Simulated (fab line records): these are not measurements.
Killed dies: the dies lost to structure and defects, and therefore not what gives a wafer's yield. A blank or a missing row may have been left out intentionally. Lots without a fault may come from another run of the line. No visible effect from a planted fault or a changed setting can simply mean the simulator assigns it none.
The tool behind it: which one?	flow berkeley cmos170	Sampling: 14 lots, 42 wafers, 5 of 331 route steps

## WHAT EACH GAUGE READ, for each wafer
UCB170_M1_CD_MEAS_90 targets a cd of 700 nm.
lot	measured	on	cd nm (nm)
L490	day 7 10:59	cd sem-02	699.0 699.4 698.8
L489	day 7 11:15	cd sem-02	701.5 697.3 702.7
L494	day 8 01:01	cd sem-02	699.3 703.0 699.1
L492	day 8 03:46	cd sem-01	698.7 697.1 699.4
L495	day 8 13:29	cd sem-02	698.8 699.3 698.5
L497	day 8 15:23	cd sem-01	697.7 696.6 696.5
L498	day 9 02:37	cd sem-02	700.5 698.5 699.7
L500	day 9 06:52	cd sem-02	701.0 699.9 702.0
L504	day 10 07:04	cd sem-01	696.9 708.1 705.5
L505	day 10 08:53	cd sem-02	699.5 704.4 698.6
L508	day 10 20:41	cd sem-01	701.0 700.0 698.2
L509	day 11 11:56	cd sem-01	703.3 701.2 701.6
L510	day 11 21:20	cd sem-02	700.1 699.6 701.0
L512	day 11 23:17	cd sem-02	694.6 697.3 695.4

UCB170_V1_BOW_MEAS_03.
lot	measured	on	V1_BOW (um)
L490	day 7 14:07	film metro-03	19 19 29
L489	day 7 14:16	film metro-01	26 13 32
L494	day 8 03:38	film metro-01	23 23 8
L492	day 8 07:20	film metro-01	13 17 12
L495	day 8 16:41	film metro-01	18 10 12
L497	day 8 18:13	film metro-02	19 16 16
L498	day 9 04:40	film metro-02	15 23 23
L500	day 9 10:18	film metro-02	21 21 21
L504	day 10 13:22	film metro-01	3 23 23
L505	day 10 13:22	film metro-02	29 8 22
L508	day 11 00:59	film metro-03	22 24 27
L509	day 11 16:37	film metro-02	20 19 25
L510	day 12 02:56	film metro-02	22 11 26
L512	day 12 03:11	film metro-03	11 9 8

## WHAT TOOL EACH LOT RAN ON (gives the tool, then ch and the chambers of the sampled wafers, and finally the start)
lot	UCB170_NSD_STRIP_09	UCB170_CONTACT_STRIP_06	UCB170_M1_METAL_ETCH_12
L490	plasma asher-02 ch 0, day 6 23:53	plasma asher-01 ch 0,1, day 7 06:58	rie metal-03 ch 0, day 7 10:44
L489	plasma asher-04 ch 0,1, day 7 00:08	plasma asher-04 ch 0,1, day 7 07:02	rie metal-02 ch 0,1, day 7 11:01
L494	plasma asher-04 ch 0,1, day 7 14:01	plasma asher-01 ch 1, day 7 19:23	rie metal-01 ch 0,1, day 8 00:42
L492	plasma asher-03 ch 0,1, day 7 14:18	plasma asher-04 ch 0,1, day 7 21:30	rie metal-02 ch 0,1, day 8 03:32
L495	plasma asher-04 ch 0,1, day 8 03:22	plasma asher-01 ch 0,1, day 8 09:06	rie metal-03 ch 0,1, day 8 13:15
L497	plasma asher-03 ch 0,1, day 8 05:11	plasma asher-03 ch 0,1, day 8 11:40	rie metal-03 ch 0,1, day 8 15:09
L498	plasma asher-04 ch 0,1, day 8 14:03	plasma asher-03 ch 0,1, day 8 20:49	rie metal-02 ch 0,1, day 9 02:23
L500	plasma asher-04 ch 1, day 8 18:41	plasma asher-04 ch 0,1, day 9 02:03	rie metal-02 ch 0, day 9 06:37
L504	plasma asher-04 ch 0,1, day 9 22:38	plasma asher-04 ch 0,1, day 10 03:10	rie metal-03 ch 0,1, day 10 06:49
L505	plasma asher-04 ch 1, day 9 23:25	plasma asher-01 ch 0,1, day 10 04:56	rie metal-03 ch 0,1, day 10 08:39
L508	plasma asher-02 ch 0,1, day 10 11:08	plasma asher-01 ch 0,1, day 10 16:11	rie metal-01 ch 0,1, day 10 20:27
L509	plasma asher-04 ch 0,1, day 11 02:44	plasma asher-03 ch 0,1, day 11 07:16	rie metal-02 ch 0,1, day 11 11:38
L510	plasma asher-02 ch 0,1, day 11 11:00	plasma asher-04 ch 0,1, day 11 17:31	rie metal-01 ch 0,1, day 11 21:06
L512	plasma asher-03 ch 0,1, day 11 11:34	plasma asher-01 ch 0,1, day 11 19:03	rie metal-01 ch 0,1, day 11 23:02
- UCB170_NSD_STRIP_09: strips in O2.
- UCB170_CONTACT_STRIP_06: strips in O2.
- UCB170_M1_METAL_ETCH_12: etches Al in Cl2/BCl3, stops on PSG, target depth 780 nm, time 130 s.

## WHAT THE TOOLS THEMSELVES READ (means of the sampled wafers that have a number; where no wafer has one, the mark that the record gives instead)
UCB170_NSD_STRIP_09.
lot	tool	drypump motor current A (A)	oes product au (a.u.)	strip time to endpoint s (s)
L490	plasma asher-02	5.8	0.531	35.86
L489	plasma asher-04	5.6	0.531	35.84
L494	plasma asher-04	5.6	0.539	35.77
L492	plasma asher-03	5.6	0.532	35.83
L495	plasma asher-04	5.3	0.533	35.95
L497	plasma asher-03	5.6	0.536	35.80
L498	plasma asher-04	5.6	0.531	35.83
L500	plasma asher-04	5.0	0.537	35.88
L504	plasma asher-04	5.6	0.533	35.83
L505	plasma asher-04	5.0	0.535	35.80
L508	plasma asher-02	5.5	0.532	35.70
L509	plasma asher-04	5.6	0.535	35.87
L510	plasma asher-02	5.5	0.535	35.74
L512	plasma asher-03	5.6	0.535	35.82

UCB170_CONTACT_STRIP_06.
lot	tool	drypump motor current A (A)	oes product au (a.u.)	strip time to endpoint s (s)
L490	plasma asher-01	6.1	0.736	22.06
L489	plasma asher-04	5.6	0.736	22.00
L494	plasma asher-01	6.4	0.740	21.97
L492	plasma asher-04	5.3	0.737	21.99
L495	plasma asher-01	6.1	0.737	22.03
L497	plasma asher-03	5.6	0.735	21.92
L498	plasma asher-03	5.6	0.738	21.99
L500	plasma asher-04	5.3	0.736	21.96
L504	plasma asher-04	5.6	0.735	21.95
L505	plasma asher-01	6.3	0.739	22.02
L508	plasma asher-01	6.3	0.737	22.01
L509	plasma asher-03	5.6	0.733	21.85
L510	plasma asher-04	5.6	0.730	22.09
L512	plasma asher-01	6.3	0.734	22.04

UCB170_M1_METAL_ETCH_12.
lot	tool	drypump motor current A (A)	oes product au (a.u.)	run length s (s)	throttle valve pct (%)
L490	rie metal-03	6.0	0.825	158.6	24.35
L489	rie metal-02	5.2	0.859	157.7	24.54
L494	rie metal-01	5.7	0.860	158.3	24.27
L492	rie metal-02	5.2	0.841	157.7	24.55
L495	rie metal-03	6.2	0.844	158.6	24.35
L497	rie metal-03	6.2	0.856	158.4	24.35
L498	rie metal-02	5.2	0.848	157.8	24.44
L500	rie metal-02	5.3	0.844	157.5	24.33
L504	rie metal-03	6.2	0.934	141.6	24.30
L505	rie metal-03	6.2	0.902	150.2	24.32
L508	rie metal-01	5.6	0.855	158.4	24.33
L509	rie metal-02	5.3	0.846	157.6	24.44
L510	rie metal-01	5.7	0.866	158.0	24.27
L512	rie metal-01	5.7	0.869	158.1	24.27

## THE ANSWER, worked out from the rows above alone
Rule: the lots themselves supply what counts as usual. Put in order of their means at a reading, lots are off if they are a third of the lots or fewer, leave a main group of 4 or more, and stand apart from it by a gap of 3 or more times the standard deviation of the main group's means; of several such gaps the widest counts. Not used: any main group whose means are identical at the precision the tables above print for the reading. A lot without any number at a reading at which 4 lots or more have one is off too. Where the step has rows for the other lots, those lots are counted as sound. Order of review: gauges by route order, followed by the tools' own readings, for which a lot's mean as printed above is used. The first step at which some lot is off is used, and at that step the reading that is off furthest; a lot without a number counts as furthest.
Off: L504, L505, at UCB170_M1_METAL_ETCH_12 (run length s). Main group: mean 158.1 s, sd 0.38.
If a tool, at that step or one of the process steps before it, ran each lot that is off and ran no sound lot following the first of them, it fits. One candidate fits, namely rie metal-03 at UCB170_M1_METAL_ETCH_12. Its last sound lot is L497 (day 8 15:09), its first lot that is off L504 (day 10 06:49): a fault that began between those two fits.
The tool's own readings at UCB170_M1_METAL_ETCH_12 bear it out: on the lots that are off they differ by more than 5 times the standard deviation of the sound lots' means. oes product au reads 0.918 a.u. there against 0.851 a.u. on the sound lots; run length s reads 145.9 s there against 158.1 s on the sound lots.

## WHAT WAS PUT IN BY THE SIMULATOR
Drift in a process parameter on rie metal-03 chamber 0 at UCB170_M1_METAL_ETCH_12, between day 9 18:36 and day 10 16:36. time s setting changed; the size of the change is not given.
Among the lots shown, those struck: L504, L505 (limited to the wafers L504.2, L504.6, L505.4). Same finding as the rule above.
